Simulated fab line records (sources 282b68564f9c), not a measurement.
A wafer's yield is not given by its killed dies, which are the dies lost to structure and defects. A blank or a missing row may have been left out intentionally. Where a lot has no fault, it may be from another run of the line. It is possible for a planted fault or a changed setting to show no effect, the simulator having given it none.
Which tool is to blame? -- flow ritCmos -- Sampling: 7 lots, 21 wafers, 2 of 202 route steps

== WHAT THE GAUGES SHOWED, per wafer ==
RIT_NLDD_TW_MEAS_10.
lot,measured,on,NLDD_TW
L495,day 3 13:15,filmMetro-04,2440 2441 2448
L498,day 4 08:23,filmMetro-04,2469 2465 2458
L501,day 4 21:56,filmMetro-01,2485 2497 2497
L503,day 5 07:53,filmMetro-03,2469 2462 2471
L509,day 6 11:16,filmMetro-03,2451 2467 2471
L511,day 6 15:13,filmMetro-03,2698 2709 2688 2688 2693 2698
L516,day 7 22:00,filmMetro-01,2470 2466 2488

== WHICH TOOL RAN EACH LOT (tool, then ch and the chambers of the sampled wafers, then the start) ==
lot,RIT_NLDD_IMPLANT_08
L495,"implanter-03 ch 0, day 3 12:58"
L498,"implanter-01 ch 0, day 4 08:04"
L501,"implanter-01 ch 0, day 4 21:38"
L503,"implanter-03 ch 0, day 5 07:35"
L509,"implanter-01 ch 0, day 6 10:57"
L511,"implanter-01 ch 0, day 6 14:54"
L516,"implanter-03 ch 0, day 7 21:41"
- RIT_NLDD_IMPLANT_08

== THE ANSWER, worked out from the rows above alone ==
Rule: usual is defined by the lots themselves. Put in order of their means at a reading, lots are off if they are a third of the lots or fewer, leave a main group of 4 or more, and stand apart from it by a gap of 3 or more times the standard deviation of the main group's means; of several such gaps the widest counts. The tables above print the reading to a certain number of digits; a main group whose means all agree to those digits is not used. A lot without any number at a reading at which 4 lots or more have one is off too. Where the step has rows for the other lots, those lots are counted as sound.
Off: L511, seen at RIT_NLDD_TW_MEAS_10 (NLDD_TW). Mean 2468 and standard deviation 15 in the main group.
If a tool, at a process step before that reading, ran all the lots that are off and no sound lot after the first of them, it fits. The gauges at RIT_NLDD_TW_MEAS_10 are tried like those tools. 2 tools fit, implanter-01 at RIT_NLDD_IMPLANT_08 and filmMetro-03 at RIT_NLDD_TW_MEAS_10, so this cannot tell which one it is.

== WHAT THE SIMULATOR HAD PUT IN ==
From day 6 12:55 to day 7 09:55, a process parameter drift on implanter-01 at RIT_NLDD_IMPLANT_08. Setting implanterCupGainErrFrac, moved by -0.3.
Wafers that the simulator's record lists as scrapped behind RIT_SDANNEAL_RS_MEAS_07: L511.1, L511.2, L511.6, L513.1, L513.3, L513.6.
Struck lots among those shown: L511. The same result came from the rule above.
